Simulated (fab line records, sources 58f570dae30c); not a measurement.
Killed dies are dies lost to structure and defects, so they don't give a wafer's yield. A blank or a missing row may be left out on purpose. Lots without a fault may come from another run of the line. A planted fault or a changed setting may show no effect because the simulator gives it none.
Which tool did it? | flow berkeley_cmos170 | 6 lots, 18 wafers sampled, at 3 steps of a route of 331

WHAT THE GAUGES READ, wafer by wafer
UCB170_GATE_CD_MEAS_12: target cd 350 nm.
lot  | measured     | on        | cd_nm (nm)
L409 | day 7 00:50  | cd_sem-01 | 350.7 349.8 349.8
L410 | day 7 00:58  | cd_sem-01 | 351.6 351.2 352.1
L414 | day 8 00:46  | cd_sem-01 | 350.4 351.3 350.3
L423 | day 9 14:19  | cd_sem-01 | 344.0 343.6 343.0 343.5 343.5 342.9
L426 | day 10 15:11 | cd_sem-01 | 351.2 351.8 351.5
L431 | day 11 12:22 | cd_sem-02 | 351.9 350.9 352.2

WHICH TOOL RAN EACH LOT (tool, then ch and the chambers of the sampled wafers, then the start)
lot  | UCB170_NVT_STRIP_08                  | UCB170_GATE_PEB_10
L409 | plasma_asher-04 ch 0,1, day 6 09:16  | litho_track-04 ch 0, day 7 00:34
L410 | plasma_asher-01 ch 1, day 6 09:05    | litho_track-03 ch 0, day 7 00:40
L414 | plasma_asher-01 ch 0,1, day 7 10:31  | litho_track-03 ch 0, day 8 00:29
L423 | plasma_asher-04 ch 0,1, day 8 17:42  | litho_track-03 ch 0, day 9 14:02
L426 | plasma_asher-04 ch 0,1, day 9 20:58  | litho_track-04 ch 0, day 10 14:55
L431 | plasma_asher-01 ch 0,1, day 10 17:52 | litho_track-04 ch 0, day 11 12:06
- UCB170_NVT_STRIP_08: strips in O2.
- UCB170_GATE_PEB_10

THE ANSWER, worked out from the rows above alone
Rule: what is usual is taken from the lots themselves. Put in order of their means at a reading, lots are off if they are a third of the lots or fewer, leave a main group of 4 or more, and stand apart from it by a gap of 3 or more times the standard deviation of the main group's means; of several such gaps the widest counts. A main group whose means are all the same, to the digits that the tables above print for the reading, isn't used. A lot without any number at a reading at which 4 lots or more have one is off too. The other lots that the step has rows for count as sound.
Off: L423, at UCB170_GATE_CD_MEAS_12 (cd_nm). The main group: mean 351.1 nm, standard deviation 0.62.
A tool fits if, at a process step before that reading, it ran every lot that is off, and no sound lot after the first of them. The gauges at UCB170_GATE_CD_MEAS_12 are tried like those tools. One fits: litho_track-03 at UCB170_GATE_PEB_10. Its last sound lot is L414 (day 8 00:29), its first lot that is off L423 (day 9 14:02): a fault that began between those two fits.

WHAT THE SIMULATOR HAD PUT IN
Process parameter drift: litho_track-03, from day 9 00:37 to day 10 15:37, at UCB170_GATE_PEB_10. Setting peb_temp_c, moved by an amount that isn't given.
Lots struck among those shown: L423. The rule above found the same.
